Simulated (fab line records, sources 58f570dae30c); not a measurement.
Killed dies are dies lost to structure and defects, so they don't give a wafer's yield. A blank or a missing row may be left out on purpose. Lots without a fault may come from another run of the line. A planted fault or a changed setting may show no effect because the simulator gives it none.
Which tool did it? | flow berkeley_cmos170 | 15 lots, 45 wafers sampled, at 3 steps of a route of 331

WHAT THE GAUGES READ, wafer by wafer
UCB170_V2_THK_MEAS_04. Usual: V2_POLISHED_THK 999.9 nm, standard deviation 1.1.
lot  | measured     | on            | V2_POLISHED_THK (nm) | flag
L215 | day 8 22:20  | film_metro-04 | 998.8 998.6 999.1    |
L216 | day 8 15:59  | film_metro-01 | 1000.9 1002.0 998.6  |
L217 | day 8 22:47  | film_metro-03 | 1000.4 998.9 1000.7  |
L221 | day 9 19:17  | film_metro-03 | 999.5 998.7 998.6    |
L222 | day 10 20:59 | film_metro-01 | 999.7 999.5 998.8    |
L228 | day 11 13:30 | film_metro-04 | 999.5 998.1 997.5    |
L229 | day 11 16:52 | film_metro-01 | 1002.0 1001.4 999.6  |
L230 | day 11 16:36 | film_metro-03 | 999.7 1000.0 1001.1  |
L231 | day 12 05:56 | film_metro-04 | 1000.3 1001.1 1000.1 |
L232 | day 13 18:32 | film_metro-03 | 998.6 1001.6 998.6   |
L233 | day 13 17:54 | film_metro-01 | 1001.0 999.8 1000.3  |
L234 | day 13 18:16 | film_metro-04 | 999.6 1002.0 1000.7  |
L235 | day 13 15:17 | film_metro-04 | 1000.2 999.7 1001.2  |
L236 | day 13 20:38 | film_metro-04 | 999.7 999.6 1000.3   |
L237 | day 14 08:19 | film_metro-01 | 999.0 1001.4 998.9   |

UCB170_V2_CD_MEAS_12: target cd 700 nm. Usual: cd_nm 699.9 nm, standard deviation 1.3.
lot  | measured     | on        | cd_nm (nm)        | flag
L215 | day 9 00:22  | cd_sem-01 | 698.8 698.8 699.5 |
L216 | day 8 17:17  | cd_sem-02 | 700.4 699.5 700.0 |
L217 | day 9 00:28  | cd_sem-02 | 701.1 701.0 701.1 |
L221 | day 9 20:46  | cd_sem-02 | 700.2 699.5 698.9 |
L222 | day 10 22:32 | cd_sem-02 | 698.6 700.0 697.9 |
L228 | day 11 15:51 | cd_sem-01 | 699.5 701.7 700.9 |
L229 | day 11 18:09 | cd_sem-02 | 700.5 700.6 701.0 |
L230 | day 11 17:54 | cd_sem-01 | 700.8 700.3 700.7 |
L231 | day 12 07:01 | cd_sem-01 | 701.6 701.6 700.3 |
L232 | day 13 20:52 | cd_sem-02 | 697.0 697.7 697.3 |
L233 | day 13 20:44 | cd_sem-02 | 698.6 698.4 698.8 |
L234 | day 13 20:34 | cd_sem-02 | 700.1 699.6 700.7 |
L235 | day 13 17:23 | cd_sem-01 | 702.0 699.8 700.4 |
L236 | day 13 21:50 | cd_sem-01 | 698.5 700.8 699.9 |
L237 | day 14 09:40 | cd_sem-01 | 701.2 702.1 701.6 |

WHICH TOOL RAN EACH LOT (tool, then ch and the chambers of the sampled wafers, then the start)
lot  | UCB170_SCREENOX_OXIDATION_01
L215 | furnace-01 ch 0, day 6 12:25
L216 | furnace-01 ch 0, day 6 12:25
L217 | furnace-01 ch 0, day 6 12:25
L221 | furnace-01 ch 0, day 7 07:16
L222 | furnace-01 ch 0, day 7 17:08
L228 | furnace-04 ch 0, day 8 19:19
L229 | furnace-04 ch 0, day 8 19:19
L230 | furnace-04 ch 0, day 8 19:19
L231 | furnace-01 ch 0, day 9 21:47
L232 | furnace-02 ch 0, day 10 13:38
L233 | furnace-02 ch 0, day 10 13:38
L234 | furnace-02 ch 0, day 10 13:38
L235 | furnace-02 ch 0, day 10 13:38
L236 | furnace-02 ch 0, day 10 23:53
L237 | furnace-02 ch 0, day 11 05:35
- UCB170_SCREENOX_OXIDATION_01: target thk 14.4 nm, ox time 2400 s.

WHAT THE TOOLS THEMSELVES READ (means of the sampled wafers that have a number; where no wafer has one, the mark that the record gives instead)
UCB170_SCREENOX_OXIDATION_01. Usual: zone_power_centre_pct 42 %, standard deviation 4.7; zone_power_source_pct 25.3 %, standard deviation 1.6.
lot  | tool       | zone_power_centre_pct (%) | zone_power_source_pct (%) | flag
L215 | furnace-01 | 47                        | 27.0                      |
L216 | furnace-01 | 48                        | 27.2                      |
L217 | furnace-01 | 48                        | 27.4                      |
L221 | furnace-01 | 47                        | 27.1                      |
L222 | furnace-01 | 48                        | 27.3                      |
L228 | furnace-04 | 37                        | 24.9                      |
L229 | furnace-04 | 37                        | 24.9                      |
L230 | furnace-04 | 37                        | 25.1                      |
L231 | furnace-01 | 48                        | 27.1                      |
L232 | furnace-02 | 41                        | 23.4                      |
L233 | furnace-02 | 41                        | 23.5                      |
L234 | furnace-02 | 42                        | 23.5                      |
L235 | furnace-02 | 41                        | 23.3                      |
L236 | furnace-02 | 41                        | 23.4                      |
L237 | furnace-02 | 41                        | 23.5                      |

THE ANSWER, worked out from the rows above alone
Rule: a lot is off if the mean of its wafers that have a number lies more than 3 standard deviations from the usual mean. A lot without any number at a reading at which 4 lots or more have one is off too. The other lots that the step has rows for count as sound. The gauges are gone through in route order, then the tools' own readings, and for those a lot's mean is taken as printed above. The first step at which some lot is off is used, and at that step the reading that is off furthest; a lot without a number counts as furthest.
No lot is off at any reading shown: from this, nothing can be told.

WHAT THE SIMULATOR HAD PUT IN
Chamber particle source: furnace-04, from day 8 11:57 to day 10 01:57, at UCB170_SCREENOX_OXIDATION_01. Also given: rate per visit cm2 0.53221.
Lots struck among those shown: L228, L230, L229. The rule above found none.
